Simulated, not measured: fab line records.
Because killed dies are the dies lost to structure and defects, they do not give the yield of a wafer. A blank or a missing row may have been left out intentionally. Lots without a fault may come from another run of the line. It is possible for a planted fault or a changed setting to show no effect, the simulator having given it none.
fab line records	flow ritCmos
record: lots: 7	wafers: 21	lastDay: 7
route steps=202 shown NWELL@32 PWELL@39
lots that met no fault: taken from a fault-free run of the same line
startH: hours from the record's opening day to when the first of the lot's shown wafers began	waitH: hours from the lot's prior step to this one	" identical to the entry in the row above	L1.1+2: one row covering several wafers at once	- value missing, or start not given	* or withheld: withheld	< > ~ a bound
route shown NAME@n: NAME is a module with steps in the file, n the number in the route of the first one	usual: average and standard deviation across the fault-free wafers	same: alike in all rows	chamber/n: place in a boat	sites: the reading at each site	_std_site: the standard deviation of these	_edge_site: the outer-site mean with the inner-site mean subtracted	radiusMm: how far each site lies from the wafer's centre	mask NAME#n: copy n	behind: the tool/chamber that last shaped the wafer	hold: the reason the lot was held/the length of the hold in hours/how it ended	device: the n, p or np transistor that did not switch	end of line: at the end of the route, the tests of the same wafers	a step with no rows: only its recipe	killed: dies lost to structure and defects at the first sort, not the wafer's yield	map: shows each die of a wafer: x if killed, . if not, _ if none is there
set.NAME: setting as actually run; set.NAME@STEP: the setting as run at that earlier step	model.NAME: the simulator's own value behind a step, which no gauge read
certain route steps with their lots: each step a table, each wafer a row
services: when a tool's chamber went out of use (startH, in hours from the record's first day, below 0 if earlier), for how many hours, and the reason
== steps ==
step: RIT_NWELL_PEB_04
recipe: resist: NOVOLAK	tempC: withheld	timeS: withheld
step: RIT_NWELL_DEVELOP_05
recipe: resist: NOVOLAK	developTimeS: 68	devTempC: 23
step: RIT_NWELL_OVL_MEAS_06
usual: NWELL_OVL: -0.9/1.2
lot.wafer	tool	chamber	startH	waitH	NWELL_OVL[nm]
L610.1	overlay-02	-	65.19	-	-0.7
L610.2	"	-	"	"	-2.3
L610.6	"	-	"	"	-0.3
L613.2	overlay-01	-	80.64	-	-1.8
L613.4	"	-	"	"	-0.8
L613.5	"	-	"	"	-0.4
L614.1	overlay-01	-	85.31	-	0.1
L614.2	"	-	"	"	-0.2
L614.6	"	-	"	"	-0.3
L615.4	overlay-02	-	90.40	-	-0.7
L615.5	"	-	"	"	1.7
L615.6	"	-	"	"	-0.3
L616.2	overlay-02	-	97.70	-	-2.6
L616.5	"	-	"	"	-4.2
L616.6	"	-	"	"	-3.1
L620.1	overlay-01	-	116.83	-	-2.3
L620.2	"	-	"	"	-1.1
L620.6	"	-	"	"	-2.3
L624.1	overlay-02	-	135.42	-	0.6
L624.4	"	-	"	"	0.3
L624.6	"	-	"	"	1.6
step: RIT_NWELL_HARDBAKE_07
recipe: resist: NOVOLAK	tempC: 140	timeS: 120
step: RIT_NWELL_IMPLANT_08
recipe: species: P	energyKev: 170	doseCm2: 5e+13	tiltDeg: 7
step: RIT_NWELL_STRIP_09
recipe: chemistry: O2	timeS: 180	resist: NOVOLAK	platenTempC: withheld	powerW: 500	pressureMtorr: 4000	o2FlowSccm: 4000
usual: drypumpMotorCurrentA: 5.9/0.48
lot.wafer	tool	chamber	startH	waitH	drypumpMotorCurrentA	rfHoursCounterH
L610.1	plasmaAsher-02	0	65.62	0.1	5.4	43
L610.2	"	1	"	"	5.5	43
L610.6	"	0	"	"	5.4	-
L613.2	plasmaAsher-02	0	81.07	0.1	5.4	44
L613.4	"	0	"	"	5.4	-
L613.5	"	0	"	"	5.4	-
L614.1	plasmaAsher-04	0	85.74	0.1	6.3	47
L614.2	"	1	"	"	6.3	47
L614.6	"	0	"	"	6.3	-
L615.4	plasmaAsher-04	1	90.88	0.1	6.4	-
L615.5	"	0	"	"	6.3	-
L615.6	"	1	"	"	6.4	-
L616.2	plasmaAsher-02	0	98.13	0.1	5.4	46
L616.5	"	1	"	"	5.5	-
L616.6	"	0	"	"	5.4	-
L620.1	plasmaAsher-03	1	117.26	0.1	5.9	45
L620.2	"	0	"	"	4.9	45
L620.6	"	1	"	"	5.9	-
L624.1	plasmaAsher-04	0	135.85	0.1	6.3	53
L624.4	"	1	"	"	6.3	-
L624.6	"	0	"	"	6.3	-
step: RIT_NWELL_TW_MEAS_10
usual: NWELL_TW: 2149/13
lot.wafer	tool	chamber	startH	waitH	NWELL_TW
L610.1	filmMetro-02	-	65.80	0.1	2154
L610.2	"	-	"	"	2142
L610.6	"	-	"	"	2158
L613.2	filmMetro-03	-	81.26	0.1	2168
L613.4	"	-	"	"	2173
L613.5	"	-	"	"	2173
L614.1	filmMetro-02	-	85.92	0.1	2141
L614.2	"	-	"	"	2145
L614.6	"	-	"	"	2152
L615.4	filmMetro-01	-	91.03	0.1	2127
L615.5	"	-	"	"	2138
L615.6	"	-	"	"	2129
L616.2	filmMetro-02	-	98.32	0.1	2164
L616.5	"	-	"	"	2152
L616.6	"	-	"	"	2158
L620.1	filmMetro-01	-	117.44	0.1	2142
L620.2	"	-	"	"	2138
L620.6	"	-	"	"	2147
L624.1	filmMetro-02	-	136.03	0.1	2146
L624.4	"	-	"	"	2135
L624.6	"	-	"	"	2144
step: RIT_PWELL_HMDS_00
recipe: primeTimeS: 60	primeTempC: 140
step: RIT_PWELL_COAT_01
recipe: resist: NOVOLAK	spinRpm: 2000	resistThkNm: 1300
step: RIT_PWELL_SOFTBAKE_02
recipe: resist: NOVOLAK	tempC: 90	timeS: 60
step: RIT_PWELL_EXPOSE_03
recipe: maskId: M3	na: 0.57	targetCdNm: 43700	doseMj: 250
step: RIT_PWELL_PEB_04
recipe: resist: NOVOLAK	tempC: withheld	timeS: withheld
step: RIT_PWELL_DEVELOP_05
recipe: resist: NOVOLAK	developTimeS: 68	devTempC: 23
usual: chillPlateTempC: 23.00/0.093	developTimeS: 68/0
lot.wafer	tool	chamber	startH	waitH	chillPlateTempC	developTimeS
L610.1	lithoTrack-04	0	66	-	23.22	68
L610.2	"	0	"	"	22.94	68
L610.6	"	0	"	"	23.09	68
L613.2	lithoTrack-03	-	82	-	-	-
L613.4	"	-	"	"	-	-
L613.5	"	-	"	"	-	-
L614.1	lithoTrack-04	-	86	-	-	-
L614.2	"	-	"	"	-	-
L614.6	"	-	"	"	-	-
L615.4	lithoTrack-03	-	91	-	-	-
L615.5	"	-	92	-	-	-
L615.6	"	-	"	"	-	-
L616.2	lithoTrack-01	0	99	-	23.05	68
L616.5	"	0	"	"	22.99	68
L616.6	"	0	"	"	22.85	68
L620.1	lithoTrack-04	0	118	-	22.88	68
L620.2	"	0	"	"	22.94	68
L620.6	"	0	"	"	22.90	68
L624.1	lithoTrack-04	0	136	-	23.09	68
L624.4	"	0	137	-	23.03	68
L624.6	"	0	"	"	23.16	68
step: RIT_PWELL_OVL_MEAS_06
usual: PWELL_OVL: 0.2/1.2
lot.wafer	tool	chamber	startH	waitH	PWELL_OVL[nm]
L610.1	overlay-02	-	66.74	-	-0.3
L610.2	"	-	"	"	-2.3
L610.6	"	-	"	"	0.0
L613.2	overlay-01	-	82.19	-	-
L613.4	"	-	"	"	-
L613.5	"	-	"	"	-
L614.1	overlay-02	-	86.86	-	-
L614.2	"	-	"	"	-
L614.6	"	-	"	"	-
L615.4	overlay-02	-	92.08	-	-
L615.5	"	-	"	"	-
L615.6	"	-	"	"	-
L616.2	overlay-01	-	99.38	-	-0.1
L616.5	"	-	"	"	0.3
L616.6	"	-	"	"	-0.5
L620.1	overlay-02	-	118.50	-	0.7
L620.2	"	-	"	"	1.9
L620.6	"	-	"	"	3.6
L624.1	overlay-01	-	137.09	-	-0.9
L624.4	"	-	"	"	-0.4
L624.6	"	-	"	"	-0.4
== services ==
tool	chamber	startH	hours	kind
plasmaAsher-02	-	108.75	9.0	pm
plasmaAsher-02	0	108.75	9.0	ventCycle
plasmaAsher-02	1	108.75	9.0	ventCycle
plasmaAsher-02	0	117.75	-	clean
plasmaAsher-02	1	117.75	-	clean
plasmaAsher-04	-	125.04	2.2	repair
== key ==
firstSign: step: RIT_PWELL_DEVELOP_05	reading: toolRecord	direction: missing
effect none on later readings
metAt RIT_PWELL_DEVELOP_05
struckWafers L613.2,L613.4,L613.5,L614.1,L614.2,L614.6,L615.4,L615.5,L615.6
sortLeftOut L613.2,L613.4,L613.5,L614.1,L614.2,L614.6,L615.4,L615.5,L615.6
testerLeftOut L613,L614,L615
onsetBetween 66 82
fault: kind: skippedStepWhole	tool: lithoTrack-03,lithoTrack-04	chamber: -	onsetH: 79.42	steps: RIT_PWELL_DEVELOP_05	scope: struckLotsOnly
testerLeftOut: of these lots the tester's yield and bins aren't shown, on N5 and GAA mostly nor the transistor test; their killed dies are dies lost to structure and defects alone, not to doping, threshold or leakage, so they don't give the yield
sortLeftOut: the simulated sort isn't trusted on such a fault, so these wafers' sort isn't shown, and their yield isn't known
